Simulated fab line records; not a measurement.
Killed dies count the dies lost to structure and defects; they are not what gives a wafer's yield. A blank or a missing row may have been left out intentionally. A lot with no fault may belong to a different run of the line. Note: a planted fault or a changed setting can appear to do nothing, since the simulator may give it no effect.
What tool caused it? :: flow berkeley cmos170 :: 42 wafers from 14 lots sampled at 2 of the route's 331 steps

WHAT THE GAUGES SHOWED, per wafer
UCB170_WELLDRIVE_THK_MEAS_02. Usual: WELLDRIVE_OXIDE_THK 199 nm, standard deviation 3.5.
lot: L921
measured: day 4 07:56
on: film metro-01
WELLDRIVE_OXIDE_THK (nm): 199 199 197
flag: 

lot: L922
measured: day 4 07:57
on: film metro-03
WELLDRIVE_OXIDE_THK (nm): 200 196 200
flag: 

lot: L924
measured: day 4 20:11
on: film metro-02
WELLDRIVE_OXIDE_THK (nm): 196 199 195
flag: 

lot: L926
measured: day 5 03:09
on: film metro-03
WELLDRIVE_OXIDE_THK (nm): 203 199 202
flag: 

lot: L927
measured: day 5 13:29
on: film metro-03
WELLDRIVE_OXIDE_THK (nm): 229 228 227
flag: OFF

lot: L928
measured: day 5 13:30
on: film metro-01
WELLDRIVE_OXIDE_THK (nm): 233 231 236
flag: OFF

lot: L933
measured: day 6 16:00
on: film metro-03
WELLDRIVE_OXIDE_THK (nm): 195 191 192
flag: 

lot: L936
measured: day 7 02:40
on: film metro-03
WELLDRIVE_OXIDE_THK (nm): 200 200 199
flag: 

lot: L938
measured: day 7 12:56
on: film metro-02
WELLDRIVE_OXIDE_THK (nm): 197 196 198
flag: 

lot: L939
measured: day 7 19:40
on: film metro-03
WELLDRIVE_OXIDE_THK (nm): 197 203 200
flag: 

lot: L940
measured: day 7 19:40
on: film metro-01
WELLDRIVE_OXIDE_THK (nm): 196 198 196
flag: 

lot: L941
measured: day 8 13:28
on: film metro-03
WELLDRIVE_OXIDE_THK (nm): 202 203 202
flag: 

lot: L942
measured: day 8 13:29
on: film metro-02
WELLDRIVE_OXIDE_THK (nm): 202 201 197
flag: 

lot: L943
measured: day 9 00:39
on: film metro-03
WELLDRIVE_OXIDE_THK (nm): 195 201 194
flag: 

TOOL THAT RAN EACH LOT (tool first, then ch and the chambers of the sampled wafers, then the start)
lot: L921
UCB170_WELLDRIVE_OXIDATION_01: furnace-02 ch 0, day 4 04:26

lot: L922
UCB170_WELLDRIVE_OXIDATION_01: furnace-02 ch 0, day 4 04:26

lot: L924
UCB170_WELLDRIVE_OXIDATION_01: furnace-01 ch 0, day 4 16:41

lot: L926
UCB170_WELLDRIVE_OXIDATION_01: furnace-02 ch 0, day 4 23:38

lot: L927
UCB170_WELLDRIVE_OXIDATION_01: furnace-02 ch 0, day 5 09:59

lot: L928
UCB170_WELLDRIVE_OXIDATION_01: furnace-02 ch 0, day 5 09:59

lot: L933
UCB170_WELLDRIVE_OXIDATION_01: furnace-04 ch 0, day 6 12:28

lot: L936
UCB170_WELLDRIVE_OXIDATION_01: furnace-04 ch 0, day 6 23:08

lot: L938
UCB170_WELLDRIVE_OXIDATION_01: furnace-01 ch 0, day 7 09:26

lot: L939
UCB170_WELLDRIVE_OXIDATION_01: furnace-04 ch 0, day 7 16:10

lot: L940
UCB170_WELLDRIVE_OXIDATION_01: furnace-04 ch 0, day 7 16:10

lot: L941
UCB170_WELLDRIVE_OXIDATION_01: furnace-02 ch 0, day 8 09:58

lot: L942
UCB170_WELLDRIVE_OXIDATION_01: furnace-02 ch 0, day 8 09:58

lot: L943
UCB170_WELLDRIVE_OXIDATION_01: furnace-02 ch 0, day 8 21:09
- UCB170_WELLDRIVE_OXIDATION_01: target thk 199 nm, ox time 9000 s.

WHAT THE TOOLS THEMSELVES READ (means of the sampled wafers that have a number; where no wafer has one, the mark that the record gives instead)
UCB170_WELLDRIVE_OXIDATION_01. Usual: spike tc centre C 1102.4 C, standard deviation 1.1; spike tc load C 1127.2 C, standard deviation 1.3; spike tc source C 1127.1 C, standard deviation 2; tube center temp C 1100 C, standard deviation 0.1; tube_center_temp_C_max 1102.9, standard deviation 0.47.
lot: L921
tool: furnace-02
spike tc centre C (C): 1102.2
spike tc load C (C): 1126.5
spike tc source C (C): 1125.8
tube center temp C (C): 1100
tube_center_temp_C_max: 1103.6
flag: 

lot: L922
tool: furnace-02
spike tc centre C (C): 1101.2
spike tc load C (C): 1126.8
spike tc source C (C): 1127.1
tube center temp C (C): 1100
tube_center_temp_C_max: 1103.1
flag: 

lot: L924
tool: furnace-01
spike tc centre C (C): 1101.4
spike tc load C (C): 1127.0
spike tc source C (C): 1123.9
tube center temp C (C): 1100
tube_center_temp_C_max: 1103.2
flag: 

lot: L926
tool: furnace-02
spike tc centre C (C): 1102.2
spike tc load C (C): 1126.8
spike tc source C (C): 1126.7
tube center temp C (C): 1100
tube_center_temp_C_max: 1102.9
flag: 

lot: L927
tool: furnace-02
spike tc centre C (C): 1134.1
spike tc load C (C): 1158.5
spike tc source C (C): 1159.4
tube center temp C (C): 1132
tube_center_temp_C_max: 1134.4
flag: OFF

lot: L928
tool: furnace-02
spike tc centre C (C): 1134.2
spike tc load C (C): 1158.9
spike tc source C (C): 1159.3
tube center temp C (C): 1132
tube_center_temp_C_max: 1134.8
flag: OFF

lot: L933
tool: furnace-04
spike tc centre C (C): 1103.5
spike tc load C (C): 1127.2
spike tc source C (C): 1129.0
tube center temp C (C): 1100
tube_center_temp_C_max: 1103.2
flag: 

lot: L936
tool: furnace-04
spike tc centre C (C): 1103.4
spike tc load C (C): 1128.9
spike tc source C (C): 1129.6
tube center temp C (C): 1100
tube_center_temp_C_max: 1102.8
flag: 

lot: L938
tool: furnace-01
spike tc centre C (C): 1102.6
spike tc load C (C): 1125.9
spike tc source C (C): 1124.9
tube center temp C (C): 1100
tube_center_temp_C_max: 1102.8
flag: 

lot: L939
tool: furnace-04
spike tc centre C (C): 1102.9
spike tc load C (C): 1129.5
spike tc source C (C): 1129.1
tube center temp C (C): 1100
tube_center_temp_C_max: 1103.2
flag: 

lot: L940
tool: furnace-04
spike tc centre C (C): 1103.7
spike tc load C (C): 1128.6
spike tc source C (C): 1129.2
tube center temp C (C): 1100
tube_center_temp_C_max: 1103.1
flag: 

lot: L941
tool: furnace-02
spike tc centre C (C): 1102.4
spike tc load C (C): 1126.9
spike tc source C (C): 1127.3
tube center temp C (C): 1100
tube_center_temp_C_max: 1102.8
flag: 

lot: L942
tool: furnace-02
spike tc centre C (C): 1102.3
spike tc load C (C): 1126.6
spike tc source C (C): 1126.2
tube center temp C (C): 1100
tube_center_temp_C_max: 1102.4
flag: 

lot: L943
tool: furnace-02
spike tc centre C (C): 1102.0
spike tc load C (C): 1125.9
spike tc source C (C): 1126.2
tube center temp C (C): 1100
tube_center_temp_C_max: 1102.8
flag: 

THE ANSWER, worked out from the rows above alone
Rule: a lot is off if the mean of its wafers that have a number lies more than 3 standard deviations from the usual mean. Also off: a lot with no number at a reading for which 4 or more lots have one. The other lots that the step has rows for count as sound. Order of review: gauges by route order, followed by the tools' own readings, for which a lot's mean as printed above is used. The first step at which some lot is off is used, and at that step the reading that is off furthest; a lot without a number counts as furthest.
Off: L927, L928, seen at UCB170_WELLDRIVE_THK_MEAS_02 (WELLDRIVE_OXIDE_THK).
If a tool, at a process step before that reading, ran all the lots that are off and no sound lot after the first of them, it fits. The gauges at UCB170_WELLDRIVE_THK_MEAS_02 aren't tried: what is off there is off at UCB170_WELLDRIVE_OXIDATION_01 too, on other tools, and a gauge's error can't cause that. No candidate that was tried fits.

WHAT THE SIMULATOR PUT IN
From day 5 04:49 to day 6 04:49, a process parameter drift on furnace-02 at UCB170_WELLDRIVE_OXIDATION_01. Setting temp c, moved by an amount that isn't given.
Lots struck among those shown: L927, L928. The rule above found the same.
